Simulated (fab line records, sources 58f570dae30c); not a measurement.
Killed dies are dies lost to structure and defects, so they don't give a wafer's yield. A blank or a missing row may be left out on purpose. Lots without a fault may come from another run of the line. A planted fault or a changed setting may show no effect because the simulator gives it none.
Which tool did it? | flow berkeley_cmos170 | 14 lots, 42 wafers sampled, at 6 steps of a route of 331

WHAT THE GAUGES READ, wafer by wafer
UCB170_ACTIVE_THK_MEAS_03.
lot  | measured    | on            | ACTIVE_OXIDE_THK (nm)
L706 | day 4 05:05 | film_metro-03 | 25.9 25.6 25.7
L709 | day 4 23:02 | film_metro-01 | 26.7 26.9 26.3
L710 | day 4 23:07 | film_metro-03 | 26.8 26.5 26.7
L711 | day 5 14:56 | film_metro-03 | 25.8 26.0 26.2
L712 | day 6 02:17 | film_metro-03 | 26.5 26.2 26.6
L713 | day 6 02:17 | film_metro-01 | 26.1 26.1 26.0
L714 | day 6 02:17 | film_metro-02 | 26.2 26.2 26.6
L715 | day 6 19:52 | film_metro-01 | 26.7 27.1 26.9
L717 | day 6 19:52 | film_metro-02 | 27.6 27.3 27.5
L720 | day 7 08:26 | film_metro-03 | 26.5 26.8 27.0
L719 | day 7 08:27 | film_metro-02 | 26.5 26.1 25.8
L726 | day 8 13:20 | film_metro-03 | 25.4 25.4 25.8
L728 | day 9 03:39 | film_metro-01 | 26.0 26.7 26.2
L727 | day 9 03:41 | film_metro-02 | 27.1 26.4 26.8

UCB170_SPACER_THK_MEAS_01.
lot  | measured     | on            | SPACER_TEOS_THK (nm)
L706 | day 7 02:23  | film_metro-04 | 381 380 380
L709 | day 7 18:11  | film_metro-04 | 385 381 379
L710 | day 7 18:30  | film_metro-02 | 375 374 380
L711 | day 8 16:46  | film_metro-02 | 381 376 384
L712 | day 8 22:14  | film_metro-02 | 373 381 385
L713 | day 8 22:58  | film_metro-04 | 370 381 385
L714 | day 8 22:36  | film_metro-02 | 371 379 375
L715 | day 9 14:26  | film_metro-04 | 370 374 378
L717 | day 9 14:37  | film_metro-01 | 378 376 377
L720 | day 10 07:51 | film_metro-02 | 372 370 377
L719 | day 10 07:42 | film_metro-04 | 372 382 379
L726 | day 11 13:28 | film_metro-04 | 456 456 460 456 456 460
L728 | day 12 04:20 | film_metro-01 | 451 448 460 450 448 460
L727 | day 12 05:29 | film_metro-01 | 378 377 375

UCB170_SDANNEAL_RS_MEAS_03: measures by four-point-probe.
lot  | measured     | on            | NSD_RS (ohm/sq)
L706 | day 7 13:05  | film_metro-01 | 37.39 37.38 37.38
L709 | day 8 06:18  | film_metro-03 | 37.43 37.32 37.37
L710 | day 8 06:08  | film_metro-01 | 37.41 37.49 37.42
L711 | day 9 01:46  | film_metro-01 | 37.52 37.49 37.43
L712 | day 9 11:30  | film_metro-01 | 37.42 37.50 37.37
L713 | day 9 11:57  | film_metro-03 | 37.37 37.40 37.43
L714 | day 9 11:31  | film_metro-02 | 37.65 37.56 37.61
L715 | day 10 01:45 | film_metro-02 | 37.45 37.60 37.57
L717 | day 10 02:06 | film_metro-01 | 37.40 37.41 37.42
L720 | day 10 17:56 | film_metro-01 | 37.40 37.51 37.38
L719 | day 10 17:51 | film_metro-02 | 37.67 37.58 37.59
L727 | day 12 16:31 | film_metro-01 | 37.38 37.36 37.44

WHICH TOOL RAN EACH LOT (tool, then ch and the chambers of the sampled wafers, then the start)
lot  | UCB170_SPACER_CVD_00            | UCB170_SPACER_ETCHBACK_03          | UCB170_SDANNEAL_RTA_01
L706 | pecvd-03 ch 0,1,2, day 7 02:20  | rie_diel-01 ch 0,2,3, day 7 07:58  | rtp_anneal-01 ch 0, day 7 12:55
L709 | pecvd-02 ch 0,1,2, day 7 18:09  | rie_diel-01 ch 0,2,3, day 7 23:28  | rtp_anneal-01 ch 0, day 8 06:07
L710 | pecvd-03 ch 0,2, day 7 18:26    | rie_diel-02 ch 1,2,3, day 7 23:28  | rtp_anneal-02 ch 0, day 8 05:56
L711 | pecvd-04 ch 0,1, day 8 16:44    | rie_diel-01 ch 0,2, day 8 21:23    | rtp_anneal-02 ch 0, day 9 01:35
L712 | pecvd-02 ch 1,2, day 8 22:12    | rie_diel-01 ch 0,2,3, day 9 06:39  | rtp_anneal-01 ch 0, day 9 11:19
L713 | pecvd-04 ch 0,1,2, day 8 22:55  | rie_diel-01 ch 0,2,3, day 9 06:43  | rtp_anneal-01 ch 0, day 9 11:46
L714 | pecvd-03 ch 1,2, day 8 22:34    | rie_diel-02 ch 0,2,3, day 9 06:39  | rtp_anneal-02 ch 0, day 9 11:20
L715 | pecvd-03 ch 1,2, day 9 14:23    | rie_diel-02 ch 1,3, day 9 21:09    | rtp_anneal-01 ch 0, day 10 01:34
L717 | pecvd-02 ch 0,1,2, day 9 14:34  | rie_diel-04 ch 0,1, day 9 21:09    | rtp_anneal-02 ch 0, day 10 01:55
L720 | pecvd-03 ch 1,2, day 10 07:49   | rie_diel-04 ch 0,3, day 10 12:14   | rtp_anneal-02 ch 0, day 10 17:45
L719 | pecvd-04 ch 0,2, day 10 07:38   | rie_diel-01 ch 0,2,3, day 10 12:14 | rtp_anneal-01 ch 0, day 10 17:39
L726 | pecvd-03 ch 1,2, day 11 13:25   | rie_diel-01 ch 0,3, day 12 06:35   | -
L728 | pecvd-03 ch 0,2, day 12 04:17   | rie_diel-04 ch 0,1,2, day 12 11:05 | -
L727 | pecvd-02 ch 0,1,2, day 12 05:25 | rie_diel-01 ch 0,3, day 12 11:05   | rtp_anneal-02 ch 0, day 12 16:19
- UCB170_SPACER_CVD_00: deposits SiO2 from TEOS/O2, target thk 376 nm, time 47 s.
- UCB170_SPACER_ETCHBACK_03: etches SiO2 in CHF3/CF4/Ar, stops on Si, target depth 376 nm, time 100 s.
- UCB170_SDANNEAL_RTA_01: time 5 s.

WHAT THE TOOLS THEMSELVES READ (means of the sampled wafers that have a number; where no wafer has one, the mark that the record gives instead)
UCB170_SPACER_CVD_00.
lot  | tool     | heater_power_w (W)
L706 | pecvd-03 | 326
L709 | pecvd-02 | 244
L710 | pecvd-03 | 226
L711 | pecvd-04 | 233
L712 | pecvd-02 | 289
L713 | pecvd-04 | 253
L714 | pecvd-03 | 378
L715 | pecvd-03 | 355
L717 | pecvd-02 | 259
L720 | pecvd-03 | 376
L719 | pecvd-04 | 298
L726 | pecvd-03 | 338
L728 | pecvd-03 | 256
L727 | pecvd-02 | 273

UCB170_SPACER_ETCHBACK_03.
lot  | tool        | drypump_motor_current_A (A) | oes_product_au (a.u.) | throttle_valve_pct (%)
L706 | rie_diel-01 | 5.6                         | 0.906                 | 6.40
L709 | rie_diel-01 | 5.6                         | 0.919                 | 6.40
L710 | rie_diel-02 | 5.6                         | 0.881                 | 6.42
L711 | rie_diel-01 | 5.8                         | 0.904                 | 6.34
L712 | rie_diel-01 | 5.6                         | 0.905                 | 6.42
L713 | rie_diel-01 | 5.6                         | 0.906                 | 6.41
L714 | rie_diel-02 | 5.5                         | 0.889                 | 6.41
L715 | rie_diel-02 | 5.9                         | 0.877                 | 6.34
L717 | rie_diel-04 | 5.7                         | 0.889                 | 6.48
L720 | rie_diel-04 | 5.5                         | 0.889                 | 6.38
L719 | rie_diel-01 | 5.6                         | 0.906                 | 6.41
L726 | rie_diel-01 | 5.3                         | 0.997                 | 6.49
L728 | rie_diel-04 | 6.1                         | 0.999                 | 6.44
L727 | rie_diel-01 | 5.3                         | 0.899                 | 6.48

UCB170_SDANNEAL_RTA_01.
lot  | tool          | lamp_power_pct (%) | wafer_temp_C_max
L706 | rtp_anneal-01 | 34.3               | 1053.2
L709 | rtp_anneal-01 | 34.3               | 1052.4
L710 | rtp_anneal-02 | 37.0               | 1054.0
L711 | rtp_anneal-02 | 37.0               | 1052.7
L712 | rtp_anneal-01 | 34.3               | 1052.5
L713 | rtp_anneal-01 | 34.4               | 1052.1
L714 | rtp_anneal-02 | 37.0               | 1052.8
L715 | rtp_anneal-01 | 34.3               | 1052.6
L717 | rtp_anneal-02 | 37.1               | 1053.7
L720 | rtp_anneal-02 | 37.0               | 1053.5
L719 | rtp_anneal-01 | 34.3               | 1052.7
L727 | rtp_anneal-02 | 37.1               | 1053.3

THE ANSWER, worked out from the rows above alone
Rule: what is usual is taken from the lots themselves. Put in order of their means at a reading, lots are off if they are a third of the lots or fewer, leave a main group of 4 or more, and stand apart from it by a gap of 3 or more times the standard deviation of the main group's means; of several such gaps the widest counts. A main group whose means are all the same, to the digits that the tables above print for the reading, isn't used. A lot without any number at a reading at which 4 lots or more have one is off too. The other lots that the step has rows for count as sound. The gauges are gone through in route order, then the tools' own readings, and for those a lot's mean is taken as printed above. The first step at which some lot is off is used, and at that step the reading that is off furthest; a lot without a number counts as furthest.
Off: L726, L728, at UCB170_SPACER_THK_MEAS_01 (SPACER_TEOS_THK). The main group: mean 378 nm, standard deviation 2.6.
A tool fits if, at a process step before that reading, it ran every lot that is off, and no sound lot after the first of them. The gauges at UCB170_SPACER_THK_MEAS_01 aren't tried: what is off there is off at UCB170_SPACER_ETCHBACK_03 too, on other tools, and a gauge's error can't cause that. One fits: pecvd-03 at UCB170_SPACER_CVD_00. Its last sound lot is L720 (day 10 07:49), its first lot that is off L726 (day 11 13:25): a fault that began between those two fits.

WHAT THE SIMULATOR HAD PUT IN
Process parameter drift: pecvd-03, from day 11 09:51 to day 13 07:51, at UCB170_SPACER_CVD_00. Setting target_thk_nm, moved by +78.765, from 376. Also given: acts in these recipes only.
Lots struck among those shown: L726, L728. The rule above found the same.
